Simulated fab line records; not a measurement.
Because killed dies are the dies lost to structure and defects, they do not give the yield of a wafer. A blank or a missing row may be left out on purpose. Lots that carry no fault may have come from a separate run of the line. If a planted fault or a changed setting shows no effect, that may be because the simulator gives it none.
What tool caused it?	flow berkeley_cmos170	45 wafers from 15 lots sampled at 2 of the route's 331 steps

== WHAT EACH GAUGE READ, for each wafer ==
UCB170_V2_THK_MEAS_01.
lot	measured	on	V2_TEOS_THK (nm)
L789	day 8 10:16	film_metro-02	1966 1986 2010
L792	day 8 20:31	film_metro-01	1961 2022 1983
L791	day 8 20:35	film_metro-03	1993 2023 2023
L790	day 8 23:59	film_metro-01	1968 2046 2028
L793	day 9 17:37	film_metro-03	3644 3704 3685 3646 3704 3687
L797	day 10 07:37	film_metro-01	3634 3676 3703 3632 3674 3704
L799	day 10 07:51	film_metro-02	1976 1978 2030
L801	day 10 08:10	film_metro-03	3654 3664 3721 3654 3665 3722
L802	day 11 07:44	film_metro-02	1998 2042 1990
L803	day 11 08:22	film_metro-01	1957 1990 2008
L804	day 11 12:27	film_metro-03	1977 2014 2000
L805	day 11 22:42	film_metro-01	2001 1983 2070
L806	day 12 03:25	film_metro-03	1978 2003 1987
L811	day 12 15:18	film_metro-01	2019 2012 1999
L812	day 13 17:28	film_metro-02	1996 2020 2041

== WHICH TOOL RAN EACH LOT (tool, then ch and the chambers of the sampled wafers, then the start) ==
lot	UCB170_V2_CVD_00
L789	pecvd-04 ch 1,2, day 8 10:06
L792	pecvd-02 ch 0,1, day 8 20:17
L791	pecvd-03 ch 0,1,2, day 8 20:25
L790	pecvd-03 ch 0,1,2, day 8 23:49
L793	pecvd-03 ch 0,2, day 9 17:27
L797	pecvd-03 ch 0,1, day 10 07:28
L799	pecvd-02 ch 0,2, day 10 07:41
L801	pecvd-03 ch 1,2, day 10 07:58
L802	pecvd-04 ch 1,2, day 11 07:33
L803	pecvd-02 ch 0,1,2, day 11 08:13
L804	pecvd-02 ch 0,1,2, day 11 12:17
L805	pecvd-04 ch 0,1,2, day 11 22:33
L806	pecvd-02 ch 0,1,2, day 12 03:16
L811	pecvd-04 ch 0,1,2, day 12 15:09
L812	pecvd-04 ch 0,1, day 13 17:18
- UCB170_V2_CVD_00: deposits SiO2 from TEOS/O2, target thk 2000 nm, time 250 s.

== WHAT THE TOOLS THEMSELVES READ (means of the sampled wafers that have a number; where no wafer has one, the mark that the record gives instead) ==
UCB170_V2_CVD_00.
lot	tool	heater_power_w (W)	susceptor_temp_C (C)
L789	pecvd-04	303	389.96
L792	pecvd-02	253	389.86
L791	pecvd-03	240	389.95
L790	pecvd-03	233	389.88
L793	pecvd-03	234	389.90
L797	pecvd-03	162	389.94
L799	pecvd-02	285	389.82
L801	pecvd-03	230	389.89
L802	pecvd-04	294	390.01
L803	pecvd-02	292	390.17
L804	pecvd-02	260	389.78
L805	pecvd-04	317	390.04
L806	pecvd-02	281	389.78
L811	pecvd-04	261	390.00
L812	pecvd-04	291	389.84

== THE ANSWER, worked out from the rows above alone ==
Rule: the lots themselves supply what counts as usual. The widest of any qualifying gaps counts: lots, ordered by their means at a reading, are off when they make up no more than a third of the lots, leave a main group of 4 or more, and stand apart from it by 3 or more times the standard deviation of that group's means. The tables above print the reading to a certain number of digits; a main group whose means all agree to those digits is not used. A lot without any number at a reading at which 4 lots or more have one is off too. Where the step has rows for the other lots, those lots are counted as sound. Order of review: gauges by route order, followed by the tools' own readings, for which a lot's mean as printed above is used. At the first step where some lot is off, the reading lying furthest off is the one used; lots without a number count as furthest.
Off: L793, L797, L801, seen at UCB170_V2_THK_MEAS_01 (V2_TEOS_THK). The main group: mean 2002 nm, standard deviation 12.
A tool fits if, at a process step before that reading, it ran every lot that is off, and no sound lot after the first of them. Gauges at UCB170_V2_THK_MEAS_01: tried the same way as those tools. One fits: UCB170_V2_CVD_00 on pecvd-03. A fault onset in the window from L790 (day 8 23:49, its last sound lot) to L793 (day 9 17:27, its first lot off) fits.

== WHAT THE SIMULATOR HAD PUT IN ==
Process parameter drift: pecvd-03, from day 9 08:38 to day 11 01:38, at UCB170_V2_CVD_00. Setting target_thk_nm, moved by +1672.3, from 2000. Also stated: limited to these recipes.
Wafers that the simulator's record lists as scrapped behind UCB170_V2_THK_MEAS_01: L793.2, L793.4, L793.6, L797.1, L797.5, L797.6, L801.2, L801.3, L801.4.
Lots struck among those shown: L793, L797, L801. The rule above found the same.
